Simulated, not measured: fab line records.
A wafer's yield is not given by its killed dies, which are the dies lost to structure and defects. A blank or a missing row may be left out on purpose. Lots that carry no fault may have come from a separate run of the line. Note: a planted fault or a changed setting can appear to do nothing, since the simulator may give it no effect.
Split-lot experiment / flow berkeley cmos170 / route with 331 steps; 5 lots, 23 wafers read

## SPLIT DETAILS
At UCB170_V1_COAT_07 (resist thk 900 nm), the setting spin rpm was moved away from the recipe's 1500 rpm on 10 of the 23 wafers read, by -4.2% to +5.4%. All remaining wafers had this setting at the recipe value.

The reading is taken at the split's own step.

## THE READING
KrF_of_V1_COAT_07.thk nm (the simulator's own value, which no gauge read), in nm, at UCB170_V1_COAT_07 (resist thk 900 nm). There is no usual value for it anywhere in the file. Here, 13 wafers ran the recipe; their average is 899.5 nm with a standard deviation of 2.3 nm.

wafer=L079.1; tool, chamber at the split=litho track-04, 0; spin rpm as run, rpm=1500; against the recipe=recipe; KrF_of_V1_COAT_07.thk nm, nm=903.9; against lot-mates on the recipe=-
wafer=L079.3; tool, chamber at the split=litho track-04, 0; spin rpm as run, rpm=1500; against the recipe=recipe; KrF_of_V1_COAT_07.thk nm, nm=900.6; against lot-mates on the recipe=-
wafer=L079.4; tool, chamber at the split=litho track-04, 0; spin rpm as run, rpm=1500; against the recipe=recipe; KrF_of_V1_COAT_07.thk nm, nm=901.7; against lot-mates on the recipe=-
wafer=L081.1; tool, chamber at the split=litho track-02, 0; spin rpm as run, rpm=1500; against the recipe=recipe; KrF_of_V1_COAT_07.thk nm, nm=901.3; against lot-mates on the recipe=-
wafer=L081.2; tool, chamber at the split=litho track-02, 0; spin rpm as run, rpm=1500; against the recipe=recipe; KrF_of_V1_COAT_07.thk nm, nm=898; against lot-mates on the recipe=-
wafer=L081.4; tool, chamber at the split=litho track-02, 0; spin rpm as run, rpm=1437; against the recipe=-4.2%; KrF_of_V1_COAT_07.thk nm, nm=916.4; against lot-mates on the recipe=+17.0
wafer=L081.5; tool, chamber at the split=litho track-02, 0; spin rpm as run, rpm=1437; against the recipe=-4.2%; KrF_of_V1_COAT_07.thk nm, nm=921.9; against lot-mates on the recipe=+22.5
wafer=L081.6; tool, chamber at the split=litho track-02, 0; spin rpm as run, rpm=1500; against the recipe=recipe; KrF_of_V1_COAT_07.thk nm, nm=898.9; against lot-mates on the recipe=-
wafer=L082.1; tool, chamber at the split=litho track-04, 0; spin rpm as run, rpm=1500; against the recipe=recipe; KrF_of_V1_COAT_07.thk nm, nm=899.5; against lot-mates on the recipe=-
wafer=L082.2; tool, chamber at the split=litho track-04, 0; spin rpm as run, rpm=1581; against the recipe=+5.4%; KrF_of_V1_COAT_07.thk nm, nm=873.4; against lot-mates on the recipe=-25.0
wafer=L082.4; tool, chamber at the split=litho track-04, 0; spin rpm as run, rpm=1581; against the recipe=+5.4%; KrF_of_V1_COAT_07.thk nm, nm=875.6; against lot-mates on the recipe=-22.8
wafer=L082.5; tool, chamber at the split=litho track-04, 0; spin rpm as run, rpm=1500; against the recipe=recipe; KrF_of_V1_COAT_07.thk nm, nm=897.3; against lot-mates on the recipe=-
wafer=L082.6; tool, chamber at the split=litho track-04, 0; spin rpm as run, rpm=1581; against the recipe=+5.4%; KrF_of_V1_COAT_07.thk nm, nm=874.9; against lot-mates on the recipe=-23.5
wafer=L084.2; tool, chamber at the split=litho track-04, 0; spin rpm as run, rpm=1568; against the recipe=+4.5%; KrF_of_V1_COAT_07.thk nm, nm=880.5; against lot-mates on the recipe=-20.1
wafer=L084.3; tool, chamber at the split=litho track-04, 0; spin rpm as run, rpm=1568; against the recipe=+4.5%; KrF_of_V1_COAT_07.thk nm, nm=880.6; against lot-mates on the recipe=-20.0
wafer=L084.4; tool, chamber at the split=litho track-04, 0; spin rpm as run, rpm=1568; against the recipe=+4.5%; KrF_of_V1_COAT_07.thk nm, nm=880.2; against lot-mates on the recipe=-20.4
wafer=L084.5; tool, chamber at the split=litho track-04, 0; spin rpm as run, rpm=1500; against the recipe=recipe; KrF_of_V1_COAT_07.thk nm, nm=902.7; against lot-mates on the recipe=-
wafer=L084.6; tool, chamber at the split=litho track-04, 0; spin rpm as run, rpm=1500; against the recipe=recipe; KrF_of_V1_COAT_07.thk nm, nm=898.5; against lot-mates on the recipe=-
wafer=L085.1; tool, chamber at the split=litho track-03, 0; spin rpm as run, rpm=1500; against the recipe=recipe; KrF_of_V1_COAT_07.thk nm, nm=896.9; against lot-mates on the recipe=-
wafer=L085.2; tool, chamber at the split=litho track-03, 0; spin rpm as run, rpm=1500; against the recipe=recipe; KrF_of_V1_COAT_07.thk nm, nm=896; against lot-mates on the recipe=-
wafer=L085.3; tool, chamber at the split=litho track-03, 0; spin rpm as run, rpm=1580; against the recipe=+5.3%; KrF_of_V1_COAT_07.thk nm, nm=875.3; against lot-mates on the recipe=-21.7
wafer=L085.4; tool, chamber at the split=litho track-03, 0; spin rpm as run, rpm=1500; against the recipe=recipe; KrF_of_V1_COAT_07.thk nm, nm=898.1; against lot-mates on the recipe=-
wafer=L085.5; tool, chamber at the split=litho track-03, 0; spin rpm as run, rpm=1580; against the recipe=+5.3%; KrF_of_V1_COAT_07.thk nm, nm=876.2; against lot-mates on the recipe=-20.8

FIT RESULTS
A straight line over all 23 wafers: KrF_of_V1_COAT_07.thk nm changes by -4.5 nm for each +1% of spin rpm; r = -0.99; the points scatter about the line by 2.1 nm.
The same after taking each lot's own level away (the mean of its wafers on the recipe; 23 wafers): -4.39 nm for each +1%; r = -0.99; scatter 1.6 nm.
On that fit, the largest move of spin rpm shifts the reading by 24 nm.
Measured against the standard deviation above, the lots' own levels, which go from 897.00 to 902.07 nm, span 2.2 times it.
The two slopes agree, so the slope changes little with the lot-to-lot level.
Check: with one of the wafers moved furthest among these (+5.4%) left out of the fit, the line predicts -23.2 nm for it against its lot-mates. It came out at -25 nm against them.

## ADDITIONAL SPLITS CARRIED BY THESE WAFERS
These wafers also went through other splits before the reading. Each is held against what the fit with the lots' levels taken away leaves over:
other split on the same wafers=UCB170_CONTACT_CVD_01 temp c; wafers away from the commonest value=15; r with KrF_of_V1_COAT_07.thk nm (lot level and that fit taken away)=+0.06
other split on the same wafers=UCB170_CONTACT_COAT_04 spin rpm; wafers away from the commonest value=8; r with KrF_of_V1_COAT_07.thk nm (lot level and that fit taken away)=+0.12
other split on the same wafers=UCB170_M1_COAT_04 resist thk nm; wafers away from the commonest value=7; r with KrF_of_V1_COAT_07.thk nm (lot level and that fit taken away)=+0.24
other split on the same wafers=UCB170_M1_PEB_07 peb temp c; wafers away from the commonest value=11; r with KrF_of_V1_COAT_07.thk nm (lot level and that fit taken away)=+0.07

## THE FILE'S OWN FIT
KrF_of_V1_COAT_07.thk nm changes by -4.34 nm for each +1% of spin rpm, r = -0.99.
